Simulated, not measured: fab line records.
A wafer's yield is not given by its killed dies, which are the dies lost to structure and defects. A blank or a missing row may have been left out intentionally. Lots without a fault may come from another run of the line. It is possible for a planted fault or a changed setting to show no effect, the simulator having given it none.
The tool behind it: which one? ; flow berkeley-cmos170 ; Sampling: 14 lots, 42 wafers, 6 of 331 route steps

## WHAT THE GAUGES READ, wafer by wafer
UCB170_NWELL_TW_MEAS_16.
lot;measured;on;NWELL_TW
L385;day 2 08:27;film-metro-03;1256 1263 1264
L384;day 2 08:41;film-metro-01;1269 1269 1265
L386;day 2 15:20;film-metro-04;1249 1252 1254
L390;day 3 08:53;film-metro-01;1265 1268 1272
L389;day 3 09:08;film-metro-01;1273 1263 1276
L392;day 4 01:16;film-metro-04;1243 1245 1247
L394;day 4 07:50;film-metro-03;1258 1257 1257
L395;day 4 11:47;film-metro-01;1271 1269 1273
L397;day 5 03:17;film-metro-04;1249 1247 1249
L400;day 5 07:47;film-metro-03;1254 1253 1257
L399;day 5 08:02;film-metro-04;1246 1249 1245
L403;day 6 03:34;film-metro-04;1243 1243 1252
L404;day 6 08:11;film-metro-03;1256 1260 1254
L406;day 6 19:25;film-metro-03;1258 1264 1258

UCB170_FIELD_THK_MEAS_90.
lot;measured;on;FIELD_OXIDE_LEFT_1_THK (nm)
L385;day 4 20:56;film-metro-02;432 430 430
L384;day 4 20:52;film-metro-02;455 444 450
L386;day 4 20:56;film-metro-04;433 426 434
L390;day 5 19:23;film-metro-04;446 448 452
L389;day 5 21:04;film-metro-04;441 441 437
L392;day 6 18:54;film-metro-04;441 437 447
L394;day 6 18:55;film-metro-02;450 446 453
L395;day 6 18:58;film-metro-04;429 433 422
L397;day 7 22:24;film-metro-04;425 443 448
L400;day 7 13:38;film-metro-02;430 428 429
L399;day 7 13:39;film-metro-03;433 421 415
L403;day 8 14:51;film-metro-04;440 442 435
L404;day 8 20:23;film-metro-02;437 447 431
L406;day 9 08:51;film-metro-02;441 444 430

UCB170_NLDD_TW_MEAS_11.
lot;measured;on;NLDD_TW
L385;day 6 02:17;film-metro-02;2230 2219 2220
L384;day 6 01:44;film-metro-02;2214 2229 2219
L386;day 6 01:25;film-metro-01;2221 2216 2218
L390;day 7 03:38;film-metro-01;2249 2240 2239
L389;day 7 03:44;film-metro-02;2223 2219 2223
L392;day 8 04:10;film-metro-02;2166 2168 2149
L394;day 8 04:45;film-metro-02;2228 2231 2228
L395;day 8 05:28;film-metro-03;2146 2157 2149
L397;day 9 07:39;film-metro-01;2255 2241 2245
L400;day 9 02:57;film-metro-01;2244 2239 2250
L399;day 9 03:22;film-metro-01;2245 2245 2245
L403;day 9 20:51;film-metro-03;2243 2240 2234
L404;day 10 06:05;film-metro-02;2223 2223 2217
L406;day 10 20:52;film-metro-02;2230 2220 2221

UCB170_SDANNEAL_RS_MEAS_05: a four-point-probe measurement.
lot;measured;on;NLDD_RS (ohm/sq)
L385;day 6 11:43;film-metro-01;615.7 614.3 616.1
L384;day 6 12:13;film-metro-03;614.1 615.8 615.6
L386;day 6 11:57;film-metro-02;619.0 618.7 619.7
L390;day 7 12:37;film-metro-03;617.5 617.6 616.2
L389;day 7 12:16;film-metro-01;615.4 615.3 615.2
L392;day 8 16:11;film-metro-03;666.3 665.4 665.9
L394;day 8 14:53;film-metro-02;617.1 617.2 615.5
L395;day 8 15:31;film-metro-01;666.8 666.2 666.2
L397;day 9 17:46;film-metro-01;613.4 615.1 614.6
L400;day 9 15:32;film-metro-03;612.7 613.7 614.6
L399;day 9 16:14;film-metro-03;615.7 617.8 616.2
L403;day 10 08:05;film-metro-01;615.2 615.1 616.3
L404;day 10 16:20;film-metro-01;618.4 617.7 617.8
L406;day 11 09:55;film-metro-01;615.4 614.0 614.7

## TOOL THAT RAN EACH LOT (tool first, then ch and the chambers of the sampled wafers, then the start)
lot;UCB170_NLDD_IMPLANT_08;UCB170_BACKSIDE_STRIP_03
L385;implanter-04 ch 0, day 6 01:53;plasma-asher-02 ch 0,1, day 6 10:57
L384;implanter-03 ch 0, day 6 01:20;plasma-asher-04 ch 0,1, day 6 11:26
L386;implanter-04 ch 0, day 6 01:01;plasma-asher-01 ch 1, day 6 11:11
L390;implanter-03 ch 0, day 7 03:16;plasma-asher-02 ch 0,1, day 7 11:50
L389;implanter-02 ch 0, day 7 03:20;plasma-asher-01 ch 0,1, day 7 11:29
L392;implanter-04 ch 0, day 8 03:46;plasma-asher-02 ch 0,1, day 8 15:26
L394;implanter-02 ch 0, day 8 04:23;plasma-asher-02 ch 0,1, day 8 14:06
L395;implanter-04 ch 0, day 8 05:05;plasma-asher-02 ch 0,1, day 8 14:44
L397;implanter-03 ch 0, day 9 07:17;plasma-asher-04 ch 0,1, day 9 17:00
L400;implanter-03 ch 0, day 9 02:34;plasma-asher-01 ch 0,1, day 9 14:41
L399;implanter-02 ch 0, day 9 03:01;plasma-asher-04 ch 0,1, day 9 15:26
L403;implanter-03 ch 0, day 9 20:29;plasma-asher-02 ch 0,1, day 10 07:18
L404;implanter-02 ch 0, day 10 05:43;plasma-asher-04 ch 0,1, day 10 15:33
L406;implanter-03 ch 0, day 10 20:31;plasma-asher-02 ch 0,1, day 11 07:13
- UCB170_NLDD_IMPLANT_08
- UCB170_BACKSIDE_STRIP_03: strips in O2.

## AS READ BY THE TOOLS THEMSELVES (means over the sampled wafers that have a number; for cases with no such wafer, the mark the record gives instead)
UCB170_NLDD_IMPLANT_08.
lot;tool;beam-on-s (s);dose-ions-cm2;faraday-current-uA;tilt-deg (degrees)
L385;implanter-04;9.88;4.997e+13;160;7.007
L384;implanter-03;9.94;5.001e+13;159;6.992
L386;implanter-04;9.93;4.998e+13;160;6.994
L390;implanter-03;10.02;4.998e+13;159;7.002
L389;implanter-02;9.88;5.008e+13;160;6.989
L392;implanter-04;9.97;3.895e+13;124;6.998
L394;implanter-02;9.88;5.005e+13;161;7.014
L395;implanter-04;9.92;3.898e+13;125;6.991
L397;implanter-03;10.06;4.996e+13;158;7.007
L400;implanter-03;10.19;5.005e+13;155;6.999
L399;implanter-02;9.98;5.000e+13;159;6.993
L403;implanter-03;9.89;5.001e+13;160;6.996
L404;implanter-02;9.99;5.005e+13;159;7.031
L406;implanter-03;10.02;4.996e+13;158;7.018

UCB170_BACKSIDE_STRIP_03.
lot;tool;drypump-motor-current-A (A);oes-product-au (a.u.);strip-time-to-endpoint-s (s)
L385;plasma-asher-02;6.6;0.735;21.91
L384;plasma-asher-04;5.4;0.733;21.93
L386;plasma-asher-01;5.8;0.733;22.00
L390;plasma-asher-02;6.5;0.730;22.00
L389;plasma-asher-01;5.5;0.738;22.01
L392;plasma-asher-02;6.6;0.736;22.00
L394;plasma-asher-02;6.5;0.733;22.05
L395;plasma-asher-02;6.5;0.739;21.94
L397;plasma-asher-04;5.4;0.736;21.97
L400;plasma-asher-01;5.5;0.734;22.04
L399;plasma-asher-04;5.2;0.731;21.94
L403;plasma-asher-02;6.5;0.737;21.98
L404;plasma-asher-04;5.4;0.730;22.04
L406;plasma-asher-02;6.5;0.733;21.96

## THE ANSWER, worked out from the rows above alone
Rule: what is usual is taken from the lots themselves. Put in order of their means at a reading, lots are off if they are a third of the lots or fewer, leave a main group of 4 or more, and stand apart from it by a gap of 3 or more times the standard deviation of the main group's means; of several such gaps the widest counts. If all means in a main group match to the digits the tables above print for the reading, that group is not used. Also off: a lot with no number at a reading for which 4 or more lots have one. Any other lot the step has rows for is counted as sound. The gauges are gone through in route order, then the tools' own readings, and for those a lot's mean is taken as printed above. At the first step where some lot is off, the reading lying furthest off is the one used; lots without a number count as furthest.
Off: L392, L395, seen at UCB170_NLDD_TW_MEAS_11 (NLDD_TW). Main group: mean 2231, sd 11.
If a tool, at a process step before that reading, ran all the lots that are off and no sound lot after the first of them, it fits. The gauges at UCB170_NLDD_TW_MEAS_11 aren't tried: what is off there is off at UCB170_NLDD_IMPLANT_08 too, on other tools, and a gauge's error can't cause that. One candidate fits, namely implanter-04 at UCB170_NLDD_IMPLANT_08. A fault onset in the window from L385 (day 6 01:53, its last sound lot) to L392 (day 8 03:46, its first lot off) fits.
The tool's own readings at UCB170_NLDD_IMPLANT_08 bear it out: on the lots that are off they differ by more than 5 times the standard deviation of the sound lots' means. dose-ions-cm2 reads 3.896e+13 there against 5.001e+13 on the sound lots; faraday-current-uA reads 124 there against 159 on the sound lots.

## WHAT THE SIMULATOR HAD INSERTED
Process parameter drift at UCB170_NLDD_IMPLANT_08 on implanter-04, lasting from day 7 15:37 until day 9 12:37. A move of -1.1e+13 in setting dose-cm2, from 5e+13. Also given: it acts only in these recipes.
Lots struck among those shown: L392, L395. The same result came from the rule above.
